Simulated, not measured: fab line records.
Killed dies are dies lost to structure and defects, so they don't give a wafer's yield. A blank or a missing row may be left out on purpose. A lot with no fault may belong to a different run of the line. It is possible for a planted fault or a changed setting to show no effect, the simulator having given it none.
fab line records ; flow rit_cmos
record lots=14; wafers=42; last_day=7
route steps=202 shown FOX2@23
lots untouched by any fault: they come from a run of this same line in which no faults occurred
start_h: start of the lot's first displayed wafer, in hours after the record's first day ; wait_h: hours from the lot's prior step to this one ; " identical to the entry in the row above ; L1.1+2: a single row standing in for several wafers ; - either no value or no given start ; * or withheld: withheld ; < > ~ a bound
route shown NAME@n: a module of which the file shows steps, and the number in the route of the first ; usual: average and standard deviation across the fault-free wafers ; same: alike in all rows ; chamber/n: place in a boat ; sites: per-site readings ; _std_site: how widely they spread, as a standard deviation ; _edge_site: the outer-site mean with the inner-site mean subtracted ; radius_mm: how far each site lies from the wafer's centre ; mask NAME#n: copy n ; behind: the most recent tool/chamber to have shaped the wafer ; hold: reason for holding the lot/hours on hold/outcome of the hold ; device: names the non-switching transistor (n, p or np) ; end of line: tests of these same wafers at the route's end ; a step without rows: its recipe alone ; killed: the dies lost at the first sort to structure and to defects; this is not the yield of the wafer ; map: shows each die of a wafer: x if killed, . if not, _ if none is there
set.NAME: the setting the step ran with; set.NAME@STEP: the setting that earlier step ran with ; model.NAME: the simulator's own value behind a step, which no gauge read
steps of the route over a sample of lots; a table a step, a row a wafer
services: a tool's chamber out of use, with start hour (start_h, from the record's first day; less than 0 if before it), hours out, and reason
## steps
# step RIT_FOX2_OXIDATION_00
# recipe temp_c=1100; ambient=H2O; target_thk_a=3507; p_h2o_torr=720; ox_time_s=1130
# usual spike_tc_centre_C=1102.4/0.97; spike_tc_load_C=1129.2/2; spike_tc_source_C=1127.4/2.2; tube_center_temp_C=1100/0.089; tube_center_temp_C_max=1102.8/0.46; zone_power_load_pct=41.3/0.49
lot.wafer;tool;chamber;start_h;wait_h;spike_tc_centre_C;spike_tc_load_C;spike_tc_source_C;tube_center_temp_C;tube_center_temp_C_max;zone_power_load_pct
L680.1;furnace-01;0;18.25;0.0;1102.4;1131.6;1129.5;1099.9;1102.3;41.5
L680.2;furnace-01;0;18.25;0.0;1101.5;1131.3;1129.3;1100;1103.0;41.1
L680.5;furnace-01;0;18.25;0.0;1101.8;1132.2;1130.6;1099.9;1103.1;41.9
L681.1;furnace-01;0;22.13;0.0;1102.5;1130.1;1129.2;1100;1102.6;41.1
L681.3;furnace-01;0;22.13;0.0;1103.0;1131.0;1127.5;1100.1;1103.1;40.9
L681.6;furnace-01;0;22.13;0.0;1102.7;1129.3;1130.7;1100.1;1102.6;41.4
L682.1;furnace-02;0;27.23;0.0;1101.4;1128.6;1125.6;1100.2;1103.0;41.0
L682.3;furnace-02;0;27.23;0.0;1101.4;1129.3;1124.4;1100;1102.5;40.7
L682.5;furnace-02;0;27.23;0.0;1103.7;1130.8;1123.0;1100.1;1102.6;40.7
L687.1;furnace-02;0;52.05;0.0;1102.9;1129.5;1125.2;1099.9;1102.3;40.8
L687.2;furnace-02;0;52.05;0.0;1102.3;1128.0;1123.3;1100;1102.8;41.1
L687.3;furnace-02;0;52.05;0.0;1102.2;1127.4;1122.9;1099.9;1102.7;41.1
L691.2;furnace-04;0;72.15;0.0;1067.3;1089.1;1089.6;1064.7;1067.2;38.1
L691.3;furnace-04;0;72.15;0.0;1063.8;1091.8;1090.9;1064.7;1069.8;37.8
L691.4;furnace-04;0;72.15;0.0;1066.6;1090.6;1090.8;1064.7;1067.2;38.2
L692.4;furnace-04;0;77.05;0.0;1067.4;1090.0;1090.4;1064.6;1067.5;38.0
L692.5;furnace-04;0;77.05;0.0;1065.9;1090.6;1091.0;1064.7;1067.1;37.4
L692.6;furnace-04;0;77.05;0.0;1066.5;1089.7;1091.9;1064.8;1068.5;38.1
L693.4;furnace-01;0;82.49;0.0;1102.1;1131.9;1130.2;1099.9;1102.2;42.9
L693.5;furnace-01;0;82.49;0.0;1101.5;1128.8;1128.7;1100;1102.2;41.6
L693.6;furnace-01;0;82.49;0.0;1102.5;1131.0;1130.4;1099.9;1102.0;41.9
L694.1;furnace-01;0;87.12;0.0;1102.6;1131.5;1131.6;1100.1;1102.8;41.9
L694.2;furnace-01;0;87.12;0.0;1102.4;1131.1;1127.2;1100;1102.3;41.7
L694.3;furnace-01;0;87.12;0.0;1103.1;1130.7;1127.7;1099.9;1102.4;41.1
L696.2;furnace-01;0;97.13;0.0;1103.4;1131.4;1129.1;1100;1103.3;42.5
L696.3;furnace-01;0;97.13;0.0;1101.6;1131.4;1129.6;1099.9;1102.7;41.0
L696.4;furnace-01;0;97.13;0.0;1102.7;1130.7;1127.7;1100.2;1102.3;41.7
L697.1;furnace-01;0;103.08;0.0;1101.1;1131.2;1129.3;1100.1;1102.9;41.7
L697.4;furnace-01;0;103.08;0.0;1102.4;1130.5;1128.8;1100.1;1102.6;41.1
L697.5;furnace-01;0;103.08;0.0;1104.4;1131.3;1127.9;1100;1103.5;41.4
L698.3;furnace-01;0;107.16;0.0;1102.8;1130.0;1130.4;1100;1102.7;41.9
L698.5;furnace-01;0;107.16;0.0;1102.9;1130.2;1129.3;1100;1102.9;41.8
L698.6;furnace-01;0;107.16;0.0;1100.9;1131.5;1129.4;1100.1;1102.4;41.1
L700.1;furnace-02;0;117.73;0.0;1103.0;1127.2;1124.7;1099.9;1103.1;40.5
L700.4;furnace-02;0;117.73;0.0;1103.1;1128.9;1126.5;1099.9;1103.4;40.2
L700.5;furnace-02;0;117.73;0.0;1101.6;1127.6;1124.9;1099.8;1102.6;41.0
L701.1;furnace-01;0;122.00;0.0;1102.6;1130.2;1129.3;1100.1;1103.0;40.7
L701.3;furnace-01;0;122.00;0.0;1102.6;1129.9;1128.7;1100;1103.0;40.8
L701.6;furnace-01;0;122.00;0.0;1103.9;1131.9;1130.1;1100;1102.4;41.5
L703.2;furnace-01;0;132.36;0.0;1102.6;1130.9;1130.6;1100;1102.3;40.9
L703.4;furnace-01;0;132.36;0.0;1101.6;1131.0;1130.2;1099.9;1103.4;41.5
L703.6;furnace-01;0;132.36;0.0;1103.2;1131.1;1129.0;1099.8;1102.7;41.4
# step RIT_FOX2_THK_MEAS_01
# recipe reads=SiO2_of_FOX2_OXIDATION_00
# usual FOX2_OXIDE_THK=354/6.2
lot.wafer;tool;chamber;start_h;wait_h;FOX2_OXIDE_THK[nm]
L680.1;film_metro-03;-;19.56;0.0;371
L680.2;film_metro-03;-;19.56;0.0;358
L680.5;film_metro-03;-;19.56;0.0;365
L681.1;film_metro-03;-;23.45;0.0;360
L681.3;film_metro-03;-;23.45;0.0;350
L681.6;film_metro-03;-;23.45;0.0;355
L682.1;film_metro-02;-;28.54;0.0;350
L682.3;film_metro-02;-;28.54;0.0;348
L682.5;film_metro-02;-;28.54;0.0;352
L687.1;film_metro-02;-;53.37;0.0;352
L687.2;film_metro-02;-;53.37;0.0;352
L687.3;film_metro-02;-;53.37;0.0;356
L691.2;film_metro-02;-;73.47;0.0;288
L691.3;film_metro-02;-;73.47;0.0;284
L691.4;film_metro-02;-;73.47;0.0;286
L692.4;film_metro-02;-;78.40;0.0;287
L692.5;film_metro-02;-;78.40;0.0;279
L692.6;film_metro-02;-;78.40;0.0;283
L693.4;film_metro-02;-;83.84;0.0;353
L693.5;film_metro-02;-;83.84;0.0;351
L693.6;film_metro-02;-;83.84;0.0;351
L694.1;film_metro-03;-;88.43;0.0;352
L694.2;film_metro-03;-;88.43;0.0;353
L694.3;film_metro-03;-;88.43;0.0;352
L696.2;film_metro-03;-;98.45;0.0;357
L696.3;film_metro-03;-;98.45;0.0;359
L696.4;film_metro-03;-;98.45;0.0;365
L697.1;film_metro-03;-;104.40;0.0;364
L697.4;film_metro-03;-;104.40;0.0;364
L697.5;film_metro-03;-;104.40;0.0;363
L698.3;film_metro-03;-;108.49;0.0;349
L698.5;film_metro-03;-;108.49;0.0;354
L698.6;film_metro-03;-;108.49;0.0;352
L700.1;film_metro-03;-;119.04;0.0;361
L700.4;film_metro-03;-;119.04;0.0;360
L700.5;film_metro-03;-;119.04;0.0;358
L701.1;film_metro-02;-;123.31;0.0;346
L701.3;film_metro-02;-;123.31;0.0;348
L701.6;film_metro-02;-;123.31;0.0;351
L703.2;film_metro-02;-;133.68;0.0;352
L703.4;film_metro-02;-;133.68;0.0;358
L703.6;film_metro-02;-;133.68;0.0;349
# step RIT_FOX2_THK_MEAS_90
# recipe reads=SiO2_of_FOX2_OXIDATION_00
# usual FIELD_OXIDE_LEFT_1_THK=327/6.2
lot.wafer;tool;chamber;start_h;wait_h;FIELD_OXIDE_LEFT_1_THK[nm]
L680.1;film_metro-02;-;20.44;0.0;343
L680.2;film_metro-02;-;20.44;0.0;331
L680.5;film_metro-02;-;20.44;0.0;338
L681.1;film_metro-01;-;24.32;0.0;332
L681.3;film_metro-01;-;24.32;0.0;323
L681.6;film_metro-01;-;24.32;0.0;327
L682.1;film_metro-03;-;29.42;0.0;322
L682.3;film_metro-03;-;29.42;0.0;321
L682.5;film_metro-03;-;29.42;0.0;325
L687.1;film_metro-03;-;54.24;0.0;325
L687.2;film_metro-03;-;54.24;0.0;325
L687.3;film_metro-03;-;54.24;0.0;329
L691.2;film_metro-02;-;74.35;0.0;260
L691.3;film_metro-02;-;74.35;0.0;257
L691.4;film_metro-02;-;74.35;0.0;260
L692.4;film_metro-02;-;79.27;0.0;260
L692.5;film_metro-02;-;79.27;0.0;251
L692.6;film_metro-02;-;79.27;0.0;255
L693.4;film_metro-02;-;84.72;0.0;326
L693.5;film_metro-02;-;84.72;0.0;324
L693.6;film_metro-02;-;84.72;0.0;324
L694.1;film_metro-02;-;89.31;0.0;325
L694.2;film_metro-02;-;89.31;0.0;326
L694.3;film_metro-02;-;89.31;0.0;325
L696.2;film_metro-02;-;99.34;0.0;329
L696.3;film_metro-02;-;99.34;0.0;331
L696.4;film_metro-02;-;99.34;0.0;337
L697.1;film_metro-02;-;105.34;0.0;336
L697.4;film_metro-02;-;105.34;0.0;337
L697.5;film_metro-02;-;105.34;0.0;336
L698.3;film_metro-02;-;109.44;0.0;322
L698.5;film_metro-02;-;109.44;0.0;327
L698.6;film_metro-02;-;109.44;0.0;324
L700.1;film_metro-02;-;119.92;0.0;333
L700.4;film_metro-02;-;119.92;0.0;333
L700.5;film_metro-02;-;119.92;0.0;331
L701.1;film_metro-02;-;124.19;0.0;319
L701.3;film_metro-02;-;124.19;0.0;321
L701.6;film_metro-02;-;124.19;0.0;324
L703.2;film_metro-03;-;134.56;0.0;324
L703.4;film_metro-03;-;134.56;0.0;331
L703.6;film_metro-03;-;134.56;0.0;322
# step RIT_FOX2_THK_MEAS_91
# recipe reads=SiO2_of_FOX2_OXIDATION_00
# usual FIELD_OXIDE_LEFT_2_THK=259/6.2
lot.wafer;tool;chamber;start_h;wait_h;FIELD_OXIDE_LEFT_2_THK[nm]
L680.1;film_metro-01;-;32.56;0.0;275
L680.2;film_metro-01;-;32.56;0.0;262
L680.5;film_metro-01;-;32.56;0.0;270
L681.1;film_metro-02;-;37.82;0.0;264
L681.3;film_metro-02;-;37.82;0.0;255
L681.6;film_metro-02;-;37.82;0.0;259
L682.1;film_metro-02;-;42.42;0.0;254
L682.3;film_metro-02;-;42.42;0.0;252
L682.5;film_metro-02;-;42.42;0.0;256
L687.1;film_metro-02;-;66.78;0.0;257
L687.2;film_metro-02;-;66.78;0.0;257
L687.3;film_metro-02;-;66.78;0.0;261
L691.2;film_metro-03;-;86.48;0.0;192
L691.3;film_metro-03;-;86.48;0.0;189
L691.4;film_metro-03;-;86.48;0.0;191
L692.4;film_metro-02;-;91.48;0.0;192
L692.5;film_metro-02;-;91.48;0.0;184
L692.6;film_metro-02;-;91.48;0.0;187
L693.4;film_metro-03;-;97.25;0.0;259
L693.5;film_metro-03;-;97.25;0.0;256
L693.6;film_metro-03;-;97.25;0.0;257
L694.1;film_metro-02;-;102.21;0.0;256
L694.2;film_metro-02;-;102.21;0.0;258
L694.3;film_metro-02;-;102.21;0.0;256
L696.2;film_metro-03;-;112.07;0.0;261
L696.3;film_metro-03;-;112.07;0.0;264
L696.4;film_metro-03;-;112.07;0.0;269
L697.1;film_metro-02;-;117.68;0.0;269
L697.4;film_metro-02;-;117.68;0.0;268
L697.5;film_metro-02;-;117.68;0.0;268
L698.3;film_metro-03;-;122.60;0.0;254
L698.5;film_metro-03;-;122.60;0.0;259
L698.6;film_metro-03;-;122.60;0.0;256
L700.1;film_metro-01;-;132.31;0.0;265
L700.4;film_metro-01;-;132.31;0.0;266
L700.5;film_metro-01;-;132.31;0.0;263
L701.1;film_metro-03;-;137.21;0.0;251
L701.3;film_metro-03;-;137.21;0.0;253
L701.6;film_metro-03;-;137.21;0.0;256
L703.2;film_metro-03;-;146.60;0.0;255
L703.4;film_metro-03;-;146.60;0.0;262
L703.6;film_metro-03;-;146.60;0.0;253
## services
tool;chamber;start_h;hours;kind
furnace-01;-;4.94;4.0;pm
furnace-04;-;53.00;3.2;pm
furnace-02;-;107.05;2.6;pm
## key
first_sign step=RIT_FOX2_OXIDATION_00; reading=tube_center_temp_C; direction=down; sigmas=99+; usual=*; struck=*
effect step=RIT_FOX2_OXIDATION_00; reading=tube_center_temp_C_max; direction=down; sigmas=76; usual=*; struck=*
effect step=RIT_FOX2_THK_MEAS_01; reading=FOX2_OXIDE_THK; direction=down; sigmas=11; usual=354; struck=284
effect step=RIT_FOX2_THK_MEAS_90; reading=FIELD_OXIDE_LEFT_1_THK; direction=down; sigmas=11; usual=327; struck=257
effect step=RIT_FOX2_THK_MEAS_91; reading=FIELD_OXIDE_LEFT_2_THK; direction=down; sigmas=11; usual=259; struck=189
met_at RIT_FOX2_OXIDATION_00
struck_lots L691,L692
tester_left_out L691,L692
fault kind=process_parameter_drift; tool=furnace-04; chamber=-; onset_h=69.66; steps=RIT_FOX2_OXIDATION_00; channel=temp_c; offset=*; shape=step; end_h=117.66; acts_in=*; stated=*
# tester_left_out: of these lots the tester's yield and bins aren't shown, on N5 and GAA mostly nor the transistor test; their killed dies are dies lost to structure and defects alone, not to doping, threshold or leakage, so they don't give the yield
